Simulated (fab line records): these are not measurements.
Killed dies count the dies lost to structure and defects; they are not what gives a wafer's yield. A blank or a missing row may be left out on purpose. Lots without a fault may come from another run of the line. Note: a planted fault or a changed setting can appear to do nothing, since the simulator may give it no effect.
Which tool was responsible? | flow berkeley cmos170 | Sampling: 15 lots, 45 wafers, 6 of 331 route steps

== WHAT THE GAUGES SHOWED, per wafer ==
UCB170_NLDD_CD_MEAS_06: target cd 1200 nm. Usual: cd nm 1199.5 nm, standard deviation 1.6.
lot  | measured     | on        | cd nm (nm)           | flag
L755 | day 7 01:23  | cd sem-02 | 1197.7 1198.2 1197.6 |
L756 | day 7 01:44  | cd sem-01 | 1198.9 1198.8 1198.8 |
L760 | day 7 20:07  | cd sem-02 | 1201.1 1201.4 1201.2 |
L765 | day 8 07:35  | cd sem-02 | 1201.2 1199.9 1201.0 |
L764 | day 8 08:24  | cd sem-01 | 1199.0 1199.0 1201.1 |
L766 | day 8 20:46  | cd sem-01 | 1199.2 1198.1 1198.4 |
L771 | day 10 10:46 | cd sem-02 | 1201.6 1204.0 1202.3 |
L770 | day 10 11:09 | cd sem-01 | 1196.8 1198.5 1198.2 |
L769 | day 10 11:25 | cd sem-02 | 1197.6 1199.4 1196.9 |
L772 | day 10 11:43 | cd sem-01 | 1201.5 1201.3 1200.1 |
L773 | day 10 12:01 | cd sem-02 | 1200.8 1200.3 1199.9 |
L774 | day 11 03:26 | cd sem-02 | 1198.1 1199.1 1198.2 |
L776 | day 11 04:22 | cd sem-02 | 1200.0 1199.0 1197.8 |
L778 | day 11 14:35 | cd sem-02 | 1200.5 1199.1 1200.5 |
L777 | day 11 15:37 | cd sem-02 | 1198.0 1196.8 1198.2 |

UCB170_NLDD_TW_MEAS_11. Usual: NLDD_TW typically reads 2205, with standard deviation 10.
lot  | measured     | on            | NLDD_TW        | flag
L755 | day 7 01:57  | film metro-01 | 2212 2197 2206 |
L756 | day 7 02:17  | film metro-03 | 2200 2204 2198 |
L760 | day 7 20:40  | film metro-04 | 2223 2212 2212 |
L765 | day 8 08:08  | film metro-03 | 2313 2328 2324 | OFF
L764 | day 8 08:57  | film metro-01 | 2311 2313 2316 | OFF
L766 | day 8 21:17  | film metro-01 | 2293 2299 2323 | OFF
L771 | day 10 11:18 | film metro-04 | 2203 2202 2205 |
L770 | day 10 11:43 | film metro-03 | 2201 2213 2207 |
L769 | day 10 11:59 | film metro-01 | 2201 2206 2199 |
L772 | day 10 12:16 | film metro-03 | 2206 2205 2202 |
L773 | day 10 12:33 | film metro-03 | 2218 2209 2216 |
L774 | day 11 03:59 | film metro-01 | 2198 2193 2197 |
L776 | day 11 04:54 | film metro-04 | 2216 2217 2222 |
L778 | day 11 15:08 | film metro-03 | 2190 2196 2202 |
L777 | day 11 16:09 | film metro-04 | 2214 2214 2207 |

UCB170_SDANNEAL_RS_MEAS_05: measures by four-point-probe. Usual: NLDD_RS typically reads 616.2 ohm/sq, with standard deviation 1.3.
lot  | measured     | on            | NLDD_RS (ohm/sq)  | flag
L755 | day 7 16:43  | film metro-04 | 615.3 617.1 615.9 |
L756 | day 7 16:24  | film metro-01 | 616.0 616.3 616.7 |
L760 | day 8 04:40  | film metro-03 | 614.0 614.3 614.6 |
L765 | day 8 19:37  | film metro-04 | 536.2 536.5 536.0 | OFF
L764 | day 8 20:04  | film metro-01 | 536.7 535.6 535.2 | OFF
L766 | day 9 11:24  | film metro-03 | 536.7 535.9 537.1 | OFF
L771 | day 10 21:37 | film metro-03 | 615.6 614.0 615.2 |
L770 | day 10 20:02 | film metro-04 | 615.8 615.5 616.7 |
L769 | day 10 20:06 | film metro-03 | 614.4 614.9 615.1 |
L772 | day 10 20:52 | film metro-03 | 616.7 618.1 619.3 |
L773 | day 10 21:14 | film metro-04 | 615.6 614.4 615.7 |
L774 | day 11 17:28 | film metro-04 | 618.4 616.9 617.6 |
L776 | day 11 17:29 | film metro-03 | 618.3 617.6 618.4 |
L778 | day 12 05:56 | film metro-01 | 618.0 617.2 618.1 |
L777 | day 12 05:57 | film metro-03 | 615.9 614.4 615.9 |

UCB170_V1_THK_MEAS_04. Usual: V1_POLISHED_THK typically reads 1000.5 nm, with standard deviation 1.
lot  | measured     | on            | V1_POLISHED_THK (nm) | flag
L755 | day 8 03:24  | film metro-02 | 1002.8 1001.8 1002.4 |
L756 | day 8 03:24  | film metro-03 | 1000.1 999.6 1001.2  |
L760 | day 8 16:35  | film metro-01 | 1001.1 1000.8 999.3  |
L765 | day 9 08:47  | film metro-02 | 1001.8 1001.3 1003.1 |
L764 | day 9 09:04  | film metro-03 | 1002.5 999.9 998.1   |
L766 | day 10 00:31 | film metro-03 | 1001.7 1000.1 1001.4 |
L771 | day 11 10:23 | film metro-02 | 1001.2 1000.3 998.5  |
L770 | day 11 07:53 | film metro-01 | 1000.9 1000.7 1001.6 |
L769 | day 11 08:11 | film metro-02 | 999.4 1000.5 999.7   |
L772 | day 11 10:23 | film metro-03 | 1001.5 1000.9 999.4  |
L773 | day 11 07:55 | film metro-03 | 1002.5 1000.8 1001.3 |
L774 | day 12 08:38 | film metro-03 | 1001.4 1001.6 1000.9 |
L776 | day 12 08:21 | film metro-01 | 1001.2 1001.5 1000.7 |
L778 | day 12 19:16 | film metro-01 | 1000.6 1001.2 1001.9 |
L777 | day 12 19:52 | film metro-02 | 1000.1 1000.8 1001.0 |

UCB170_V2_CD_MEAS_12: target cd 700 nm. Usual: cd nm 699.4 nm, standard deviation 1.3.
lot  | measured     | on        | cd nm (nm)        | flag
L755 | day 8 11:08  | cd sem-02 | 700.7 701.5 702.0 |
L756 | day 8 10:45  | cd sem-01 | 696.8 697.5 698.4 |
L760 | day 8 23:41  | cd sem-02 | 697.9 699.2 698.5 |
L765 | day 9 15:41  | cd sem-01 | 697.4 696.9 697.2 |
L764 | day 9 16:19  | cd sem-02 | 697.6 698.4 697.7 |
L766 | day 10 06:37 | cd sem-02 | 699.5 698.3 699.6 |
L771 | day 11 21:02 | cd sem-01 | 701.7 701.4 701.8 |
L770 | day 11 20:43 | cd sem-01 | 699.5 700.1 700.0 |
L769 | day 11 21:14 | cd sem-01 | 700.3 700.3 699.0 |
L772 | day 11 20:15 | cd sem-01 | 699.7 698.9 699.6 |
L773 | day 11 21:00 | cd sem-02 | 698.0 700.3 699.3 |
L774 | day 12 16:06 | cd sem-02 | 701.5 701.2 699.8 |
L776 | day 12 15:14 | cd sem-02 | 700.5 701.4 702.7 |
L778 | day 13 03:02 | cd sem-01 | 700.6 699.2 700.2 |
L777 | day 13 03:47 | cd sem-02 | 698.8 698.0 698.1 |

== WHAT TOOL EACH LOT RAN ON (gives the tool, then ch and the chambers of the sampled wafers, and finally the start) ==
lot  | UCB170_NLDD_IMPLANT_09
L755 | implanter-04 ch 0, day 7 01:42
L756 | implanter-04 ch 0, day 7 02:02
L760 | implanter-04 ch 0, day 7 20:25
L765 | implanter-04 ch 0, day 8 07:54
L764 | implanter-04 ch 0, day 8 08:42
L766 | implanter-04 ch 0, day 8 21:04
L771 | implanter-03 ch 0, day 10 11:05
L770 | implanter-02 ch 0, day 10 11:28
L769 | implanter-03 ch 0, day 10 11:44
L772 | implanter-02 ch 0, day 10 12:02
L773 | implanter-03 ch 0, day 10 12:20
L774 | implanter-02 ch 0, day 11 03:45
L776 | implanter-02 ch 0, day 11 04:41
L778 | implanter-02 ch 0, day 11 14:53
L777 | implanter-04 ch 0, day 11 15:55
- UCB170_NLDD_IMPLANT_09

== AS READ BY THE TOOLS THEMSELVES (means over the sampled wafers that have a number; for cases with no such wafer, the mark the record gives instead) ==
UCB170_NLDD_IMPLANT_09. Usual: dose ions cm2 4.999e+13, standard deviation 5.3e+10; faraday current uA 159, standard deviation 3.1.
lot  | tool         | dose ions cm2 | faraday current uA | flag
L755 | implanter-04 | 4.998e+13     | 159                |
L756 | implanter-04 | 4.996e+13     | 162                |
L760 | implanter-04 | 4.997e+13     | 160                |
L765 | implanter-04 | 7.250e+13     | 236                | OFF
L764 | implanter-04 | 7.253e+13     | 232                | OFF
L766 | implanter-04 | 7.252e+13     | 232                | OFF
L771 | implanter-03 | 4.996e+13     | 160                |
L770 | implanter-02 | 5.003e+13     | 159                |
L769 | implanter-03 | 5.000e+13     | 158                |
L772 | implanter-02 | 4.999e+13     | 156                |
L773 | implanter-03 | 5.003e+13     | 162                |
L774 | implanter-02 | 4.999e+13     | 160                |
L776 | implanter-02 | 5.000e+13     | 158                |
L778 | implanter-02 | 5.000e+13     | 159                |
L777 | implanter-04 | 5.005e+13     | 162                |

== THE ANSWER, worked out from the rows above alone ==
Rule: a lot counts as off when the mean over its wafers that have a number is more than 3 standard deviations away from the usual mean. A lot without any number at a reading at which 4 lots or more have one is off too. Where the step has rows for the other lots, those lots are counted as sound. First the gauges in route order, then the tools' own readings, where a lot's mean is used as printed above. At the first step where some lot is off, the reading lying furthest off is the one used; lots without a number count as furthest.
Off: at UCB170_NLDD_TW_MEAS_11 (NLDD_TW), L765, L764, L766.
A tool fits if, at a process step before that reading, it ran every lot that is off, and no sound lot after the first of them. Not tried: the gauges at UCB170_NLDD_TW_MEAS_11; whatever is off there is also off at UCB170_NLDD_IMPLANT_09, on other tools, and gauge error can't account for it. No candidate that was tried fits.

== WHAT WAS PUT IN BY THE SIMULATOR ==
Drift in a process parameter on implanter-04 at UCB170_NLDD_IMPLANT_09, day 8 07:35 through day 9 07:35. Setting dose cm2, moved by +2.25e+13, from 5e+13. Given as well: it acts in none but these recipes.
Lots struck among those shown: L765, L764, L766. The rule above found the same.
